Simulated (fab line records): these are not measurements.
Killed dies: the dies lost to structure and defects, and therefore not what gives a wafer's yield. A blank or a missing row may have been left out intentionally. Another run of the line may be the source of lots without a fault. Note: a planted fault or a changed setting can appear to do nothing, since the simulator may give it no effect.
Chamber matching + flow berkeley-cmos170 + UCB170_V2_CVD_00 on pecvd-02: 3 sister chambers
The step deposits SiO2 from TEOS/O2, target thk 2000 nm, time 250 s. 14 wafers are shown with their chamber, then 7 later ones without.

## WAFERS PAIRED WITH THEIR CHAMBERS
| wafer  | chamber | heater-power-w (W) |
|--------|---------|--------------------|
| L160.1 | 2       | 245                |
| L160.4 | 1       | 248                |
| L160.6 | 2       | 164                |
| L165.1 | 2       | 176                |
| L165.5 | 1       | 243                |
| L165.6 | 0       | 235                |
| L169.2 | 2       | 214                |
| L169.5 | 2       | 170                |
| L169.6 | 1       | 248                |
| L174.2 | 1       | 266                |
| L174.3 | 0       | 291                |
| L174.6 | 1       | 332                |
| L178.2 | 0       | 287                |
| L178.3 | 2       | 180                |

SIGNATURES, as means of the wafers listed above
| reading        | chamber 0 | chamber 1 | chamber 2 | scatter within a chamber |
|----------------|-----------|-----------|-----------|--------------------------|
| heater-power-w | 271.00    | 267.40    | 191.50    | 33.6                     |
Rule: a wafer lies at a distance from a chamber equal to the root of the sum of squares, over the readings, of (its reading less the chamber's mean, divided by the reading's scatter). The wafer belongs to the nearest chamber; if the next one is less than 2 further off, it can't be placed. The scatter: the root of (the sum of the squares of (reading less its chamber's mean) over the shown wafers, divided by (wafers less chambers)).

## WAFERS WHOSE CHAMBER IS MISSING
| wafer  | heater-power-w (W) |
|--------|--------------------|
| L178.4 | 236                |
| L176.2 | 283                |
| L176.5 | 351                |
| L176.6 | 243                |
| L181.2 | 295                |
| L181.3 | 201                |
| L181.6 | 232                |

## THE CHAMBER EACH PASSED THROUGH
| wafer  | from the rows above          | in truth |
|--------|------------------------------|----------|
| L178.4 | can't be placed: 1 or 0 or 2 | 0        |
| L176.2 | can't be placed: 0 or 1      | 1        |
| L176.5 | can't be placed: 0 or 1      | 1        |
| L176.6 | can't be placed: 1 or 0 or 2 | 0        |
| L181.2 | can't be placed: 0 or 1      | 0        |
| L181.3 | can't be placed: 2 or 1 or 0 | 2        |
| L181.6 | can't be placed: 1 or 0 or 2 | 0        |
Placed correctly: 0 of 7. Can't be placed from these rows: 7 (the true chamber is among the candidates in 7). Number placed wrongly: 0.
